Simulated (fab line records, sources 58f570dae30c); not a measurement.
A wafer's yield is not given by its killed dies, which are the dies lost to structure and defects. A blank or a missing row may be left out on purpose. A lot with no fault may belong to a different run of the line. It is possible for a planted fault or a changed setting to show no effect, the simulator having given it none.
fab line records | flow berkeleyCmos170
[record] lots = 7 wafers = 21 lastDay = 11
route steps=331 shown CONTACT@222
lots that met no fault: taken from a fault-free run of the same line
startH: start of the lot's first displayed wafer, in hours after the record's first day | waitH: time in hours since the lot's previous step | " identical to the entry in the row above | L1.1+2: one row covering several wafers at once | - no value, or no start given | * or withheld: withheld | < > ~ a bound
route shown NAME@n: names a module that has steps shown in the file, with the first one's number in the route | usual: mean/standard deviation of fault-free wafers | same: alike in all rows | chamber/n: place in a boat | sites: readings site by site | _std_site: standard deviation across them | _edge_site: the outer-site mean with the inner-site mean subtracted | radiusMm: for every site, how far away it sits from the centre of the wafer | mask NAME#n: copy n | behind: the last tool/chamber to shape the wafer | hold: why the lot was held/for how many hours/how that ended | device: names the non-switching transistor (n, p or np) | end of line: tests run on the same wafers once the route is complete | a step with no rows: only its recipe | killed: dies that structure and defects cost at the first sort, which is not the same as the wafer's yield | map: the dies of a wafer, with x for killed, . for not killed, _ for no die there
set.NAME: setting as actually run; set.NAME@STEP: the setting as run at that earlier step | model.NAME: the simulator's own value behind a step, which no gauge read
certain route steps with their lots: each step a table, each wafer a row
services: when a tool's chamber went out of use (startH, in hours from the record's first day, below 0 if earlier), for how many hours, and the reason
[[steps]]
[step UCB170_CONTACT_STRIP_06]
[recipe] chemistry = O2 powerW = 400 pressureMtorr = 3500 platenTempC = withheld o2FlowSccm = 400 overashFraction = 0.5
[usual] drypumpMotorCurrentA = 5.7/0.34 oesProductAu = 0.734/0.0048 stripTimeToEndpointS = 21.99/0.072
// columns lot.wafer tool chamber startH waitH drypumpMotorCurrentA oesProductAu rfHoursCounterH stripTimeToEndpointS
L169.1 plasmaAsher-01 1 155.00 0.1 6.0 0.730 34 22.03
L169.3 " 0 " " 5.6 0.724 - 22.02
L169.4 " 1 " " 6.0 0.735 - 21.99
L175.3 plasmaAsher-03 0 169.84 0.1 5.1 0.727 - 21.92
L175.4 " 1 " " 5.9 0.733 - 21.99
L175.6 " 0 " " 5.1 0.727 - 21.97
L171.2 plasmaAsher-02 0 170.44 0.1 5.7 0.729 48 22.02
L171.3 " 1 " " 6.0 0.733 - 22.02
L171.5 " 0 " " 5.7 0.732 - 22.05
L172.1 plasmaAsher-02 0 171.59 0.1 5.7 0.734 49 22.11
L172.4 " 1 " " 6.0 0.737 - 22.11
L172.6 " 1 " " 6.0 0.740 - 22.12
L180.3 plasmaAsher-01 1 204.47 0.1 6.0 0.725 - 21.99
L180.4 " 0 " " 5.6 0.732 - 22.02
L180.6 " 1 " " 6.0 0.738 - 21.99
L181.1 plasmaAsher-03 0 214.60 0.1 5.1 0.737 55 21.94
L181.4 " 1 " " 5.9 0.736 - 21.96
L181.6 " 1 " " 5.9 0.735 - 21.91
L190.2 plasmaAsher-03 0 245.93 0.1 5.1 0.743 59 21.91
L190.3 " 1 " " 5.9 0.731 - 21.96
L190.5 " 0 " " 5.1 0.739 - 21.97
[step UCB170_CONTACT_CLEAN_07]
[recipe] chemistry = SPM tempC = 120 timeS = 600
[step UCB170_CONTACT_RTA_08]
[recipe] tempC = 900 timeS = 10 ambient = N2
[usual] lampPowerPct = 26.4/1.5 wafer_temp_C_max = 904.1/0.75
// columns lot.wafer tool chamber startH waitH lampPowerPct wafer_temp_C_max
L169.1 rtpAnneal-01 0 155.29 0.0 24.8 904.4
L169.3 " 0 " " 24.8 905.4
L169.4 " 0 " " 24.8 904.1
L175.3 rtpAnneal-02 0 170.10 0.0 27.9 904.0
L175.4 " 0 " " 27.9 904.4
L175.6 " 0 " " 27.8 903.3
L172.1 rtpAnneal-02 0 173.58 0.0 27.8 905.3
L172.4 " 0 " " 27.9 903.6
L172.6 " 0 " " 27.9 904.9
L171.2 rtpAnneal-01 0 173.59 0.0 24.8 903.8
L171.3 " 0 " " 24.8 903.9
L171.5 " 0 " " 24.8 903.7
L180.3 rtpAnneal-02 0 204.76 0.0 27.9 903.7
L180.4 " 0 " " 27.9 904.2
L180.6 " 0 " " 27.9 904.4
L181.1 rtpAnneal-02 0 214.88 0.0 27.8 904.2
L181.4 " 0 " " 27.8 903.6
L181.6 " 0 " " 27.8 903.7
L190.2 rtpAnneal-02 0 246.22 0.0 27.8 904.9
L190.3 " 0 " " 27.8 903.5
L190.5 " 0 " " 27.8 903.0
[step UCB170_CONTACT_COAT_09]
[recipe] resist = BARC tempC = withheld timeS = withheld spinRpm = 3000 resistThkNm = withheld
[step UCB170_CONTACT_COAT_10]
[recipe] resist = KrF spinRpm = 1500 resistThkNm = 900
[step UCB170_CONTACT_SOFTBAKE_11]
[recipe] resist = KrF tempC = 130 timeS = 60
[step UCB170_CONTACT_EXPOSE_12]
[recipe] maskId = CONT targetCdNm = 700 na = 0.5 sigmaOuter = 0.6 sourceShape = conventional doseMj = 35.23
[step UCB170_CONTACT_PEB_13]
[recipe] pebTempC = 130 pebTimeS = withheld resist = KrF
[step UCB170_CONTACT_DEVELOP_14]
[recipe] developer = TMAH developTimeS = 45 resist = KrF devTempC = 21
[step UCB170_CONTACT_CD_MEAS_15]
[recipe] targetCdNm = 700
[usual] cdNm = 700.1/1.4
// columns lot.wafer tool chamber startH waitH cdNm
L169.1 cdSem-02 - 156.90 - 702.1
L169.3 " - " " 702.5
L169.4 " - " " 702.0
L175.3 cdSem-01 - 171.15 - 698.9
L175.4 " - " " 700.1
L175.6 " - " " 700.2
L172.1 cdSem-01 - 175.72 - 699.1
L172.4 " - " " 698.5
L172.6 " - " " 699.1
L171.2 cdSem-02 - 175.74 - 702.1
L171.3 " - " " 701.7
L171.5 " - " " 701.6
L180.3 cdSem-01 - 205.81 - 701.4
L180.4 " - " " 701.2
L180.6 " - " " 699.7
L181.1 cdSem-02 - 215.90 - 698.6
L181.4 " - " " 698.8
L181.6 " - " " 699.6
L190.2 cdSem-01 - 247.26 - 700.0
L190.3 " - " " 700.0
L190.5 " - " " 701.6
[step UCB170_CONTACT_OVL_MEAS_16]
[usual] CONTACT_OVL = 1/5.5
// columns lot.wafer tool chamber startH waitH CONTACT_OVL[nm]
L169.1 overlay-01 - 157.02 0.1 11
L169.3 " - " " 2
L169.4 " - " " 4
L175.3 overlay-02 - 171.24 0.1 5
L175.4 " - " " -6
L175.6 " - " " 0
L172.1 overlay-01 - 175.84 0.1 2
L172.4 " - " " 1
L172.6 " - " " 2
L171.2 overlay-02 - 175.85 0.1 4
L171.3 " - " " -3
L171.5 " - " " 0
L180.3 overlay-02 - 205.91 0.1 8
L180.4 " - " " 7
L180.6 " - " " 3
L181.1 overlay-02 - 216.02 0.1 8
L181.4 " - " " 12
L181.6 " - " " 10
L190.2 overlay-01 - 247.37 0.1 -6
L190.3 " - " " -5
L190.5 " - " " -1
[step UCB170_CONTACT_ETCH_17]
[recipe] chemistry = N2/H2 targetDepthA = withheld overetchA = withheld target = BARC timeS = withheld sourceW = 500 biasW = 100 pressureMtorr = 30 n2FlowSccm = 100 h2FlowSccm = 200
[usual] biasW = 100.0/0.31 chamberPressureMTorr = 29.998/0.029 drypumpMotorCurrentA = 5.6/0.39 oesProductAu = 1.013/0.025 throttleValvePct = 13.26/0.19
// columns lot.wafer tool chamber startH waitH biasW chamberPressureMTorr drypumpMotorCurrentA oesProductAu throttleValvePct
L169.1 rieDiel-03 2 157.06 0.0 100.5 30.002 5.0 0.983 13.18
L169.3 " 3 " " 100.1 30.011 6.0 0.986 13.23
L169.4 " 0 " " 99.5 29.967 5.2 1.000 13.31
L175.3 rieDiel-03 3 171.27 0.0 100.0 30.032 5.9 0.977 13.21
L175.4 " 2 " " 99.7 30.030 5.0 0.980 13.19
L175.6 " 0 " " 100.4 29.980 5.1 1.003 13.31
L171.2 rieDiel-02 0 175.88 0.0 99.3 30.001 5.2 1.030 13.41
L171.3 " 2 " " 99.9 29.987 5.7 0.990 13.49
L171.5 " 0 " " 99.6 29.947 5.2 1.017 13.40
L172.1 rieDiel-04 2 175.88 0.0 100.0 30.002 6.3 1.042 13.02
L172.4 " 0 " " 99.6 29.992 5.5 1.052 13.64
L172.6 " 1 " " 99.7 29.927 5.2 1.000 13.35
L180.3 rieDiel-04 3 205.93 0.0 99.9 30.020 5.8 1.048 13.23
L180.4 " 2 " " 100.0 30.006 6.4 1.038 13.02
L180.6 " 2 " " 100.0 30.010 6.4 1.035 13.02
L181.1 rieDiel-03 2 216.06 0.0 100.0 29.976 5.0 0.981 13.18
L181.4 " 1 " " 99.8 30.027 5.7 1.020 13.03
L181.6 " 0 " " 100.2 30.034 5.1 1.001 13.31
L190.2 rieDiel-03 3 247.40 0.0 100.3 29.984 5.9 0.966 13.22
L190.3 " 1 " " 100.2 29.978 5.7 1.014 13.02
L190.5 " 2 " " 99.7 30.047 5.0 0.978 13.17
[step UCB170_CONTACT_ETCH_18]
[recipe] chemistry = CHF3/CF4/Ar target = PSG stopOn = TiSi2 CHF3_flow_sccm = 45 cf4FlowSccm = 15 Ar_flow_sccm = 150 pressureMtorr = 200 rfW = 700 targetDepthA = 8400 overEtchFrac = 0.2 timeS = 195
[usual] CHF3_flow_sccm = 44.98/0.13 cf4FlowSccm = 15.00/0.049 drypumpMotorCurrentA = 5.6/0.39 oesProductAu = 0.902/0.014 throttleValvePct = 6.88/0.12
// columns lot.wafer tool chamber startH waitH CHF3_flow_sccm cf4FlowSccm drypumpMotorCurrentA oesProductAu rfHoursCounterH throttleValvePct model.KrF_of_CONTACT_COAT_10.thkNm
L169.1 rieDiel-03 2 157 - 44.96 15.05 5.0 0.895 134 6.71 693.7
L169.3 " 3 " " 45.02 14.99 5.9 0.885 80 6.99 683.3
L169.4 " 0 " " 44.95 14.87 5.1 0.879 21 6.82 688.2
L175.3 rieDiel-03 3 171 - - - - - - - 882.9
L175.4 " 2 " " - - - - - - 883.5
L175.6 " 0 " " - - - - - - 884.2
L171.2 rieDiel-02 0 175 - - - - - - - 883.1
L171.3 " 2 " " - - - - - - 881.2
L171.5 " 0 " " - - - - - - 882.9
L172.1 rieDiel-04 2 175 - - - - - - - 885.4
L172.4 " 0 " " - - - - - - 886.3
L172.6 " 1 " " - - - - - - 888.2
L180.3 rieDiel-04 3 205 - 45.02 14.95 5.9 0.891 45 6.89 687.8
L180.4 " 2 " " 45.19 15.06 6.3 0.911 121 6.76 688.4
L180.6 " 2 206 - 45.06 14.97 6.4 0.909 - 6.74 692.5
L181.1 rieDiel-03 2 216 - 45.03 15.02 5.0 0.889 136 6.71 694.5
L181.4 " 1 " " 44.98 15.03 5.7 0.915 21 6.79 691.7
L181.6 " 0 " " 45.09 15.05 5.1 0.882 - 6.82 695.7
L190.2 rieDiel-03 3 247 - 45.23 14.94 5.9 0.884 84 6.98 693.3
L190.3 " 1 " " 44.93 14.97 5.7 0.912 23 6.80 692.9
L190.5 " 2 " " 44.79 14.96 5.0 0.891 - 6.71 693.1
[step UCB170_CONTACT_STRIP_19]
[recipe] chemistry = O2 powerW = 400 pressureMtorr = 3500 platenTempC = withheld o2FlowSccm = 400 overashFraction = 0.5
[usual] drypumpMotorCurrentA = 5.7/0.32 oesProductAu = 0.726/0.0049
// columns lot.wafer tool chamber startH waitH drypumpMotorCurrentA oesProductAu rfHoursCounterH
L169.1 plasmaAsher-03 0 157.22 - 5.0 0.721 48
L169.3 " 0 " " 5.1 0.727 -
L169.4 " 1 " " 5.9 0.721 -
L175.3 plasmaAsher-03 1 171.47 - 5.9 0.732 -
L175.4 " 0 " " 5.1 0.724 -
L175.6 " 0 " " 5.1 0.729 -
L171.2 plasmaAsher-01 0 176.05 - 5.5 0.725 36
L171.3 " 0 " " 5.5 0.725 -
L171.5 " 0 " " 5.6 0.723 -
L172.1 plasmaAsher-02 0 176.05 - 5.7 0.734 49
L172.4 " 0 " " 5.7 0.729 -
L172.6 " 0 " " 5.7 0.731 -
L180.3 plasmaAsher-03 0 206.13 - 5.1 0.726 -
L180.4 " 1 " " 5.9 0.720 -
L180.6 " 0 " " 5.1 0.734 -
L181.1 plasmaAsher-02 0 216.22 - 5.8 0.719 54
L181.4 " 0 " " 5.8 0.713 -
L181.6 " 0 " " 5.7 0.731 -
L190.2 plasmaAsher-03 0 247.56 - 5.1 0.732 59
L190.3 " 0 " " 5.1 0.727 -
L190.5 " 0 " " 5.1 0.730 -
[step UCB170_CONTACT_CD_MEAS_90]
[recipe] targetCdNm = 700
[usual] cdNm = 700.4/1.6
// columns lot.wafer tool chamber startH waitH cdNm
L169.1 cdSem-01 - 157.43 0.2 701.6
L169.3 " - " " 703.2
L169.4 " - " " 701.4
L175.3 cdSem-02 - 171.57 0.1 -
L175.4 " - " " -
L175.6 " - " " -
L171.2 cdSem-02 - 176.17 0.1 -
L171.3 " - " " -
L171.5 " - " " -
L172.1 cdSem-01 - 176.23 0.1 -
L172.4 " - " " -
L172.6 " - " " -
L180.3 cdSem-01 - 206.24 0.1 700.8
L180.4 " - " " 700.8
L180.6 " - " " 699.7
L181.1 cdSem-01 - 216.32 0.1 698.0
L181.4 " - " " 698.3
L181.6 " - " " 699.8
L190.2 cdSem-01 - 247.68 0.1 699.7
L190.3 " - " " 700.0
L190.5 " - " " 701.9
[step UCB170_CONTACT_CLEAN_20]
[recipe] chemistry = SPM tempC = 120 timeS = 600
[[services]]
// columns tool chamber startH hours kind
rieDiel-03 0 139.13 9.1 repair
plasmaAsher-03 - 150.77 2.4 repair
rtpAnneal-02 - 177.51 6.3 pm
rieDiel-02 0 186.63 - clean
rieDiel-02 0 186.63 22.8 scheduledDown
rieDiel-02 0 186.63 22.8 ventCycle
rieDiel-03 - 203.80 4.0 pm
rieDiel-04 1 221.83 18.5 repair
plasmaAsher-01 - 226.52 4.3 pm
rieDiel-04 1 240.86 7.1 repair
[[key]]
[firstSign] step = UCB170_CONTACT_ETCH_18 reading = toolRecord direction = missing
[effect] step = UCB170_CONTACT_CD_MEAS_90 reading = cdNm direction = missing
[modelEffect] step = UCB170_CONTACT_ETCH_18 value = KrF_of_CONTACT_COAT_10.thkNm without = 689.9 struck = 884.2
metAt UCB170_CONTACT_ETCH_18
struckWafers L171.2,L171.3,L171.5,L172.1,L172.4,L172.6,L175.3,L175.4,L175.6
laterRowsLeftOut L171.2,L171.3,L171.5,L172.1,L172.4,L172.6,L175.3,L175.4,L175.6
sortLeftOut L171.2,L171.3,L171.5,L172.1,L172.4,L172.6,L175.3,L175.4,L175.6
testerLeftOut L171,L172,L175
onsetBetween 157 171
[fault] kind = skippedStepWhole tool = rieDiel-02,rieDiel-03,rieDiel-04 chamber = - onsetH = 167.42 steps = UCB170_CONTACT_ETCH_18 scope = struckLotsOnly
// testerLeftOut: of these lots the tester's yield and bins aren't shown, on N5 and GAA mostly nor the transistor test; their killed dies are dies lost to structure and defects alone, not to doping, threshold or leakage, so they don't give the yield
// sortLeftOut: the simulated sort isn't trusted on such a fault, so these wafers' sort isn't shown, and their yield isn't known
// laterRowsLeftOut: the simulator's readings of these wafers behind a module that went badly wrong aren't trusted and aren't shown, but for the sort
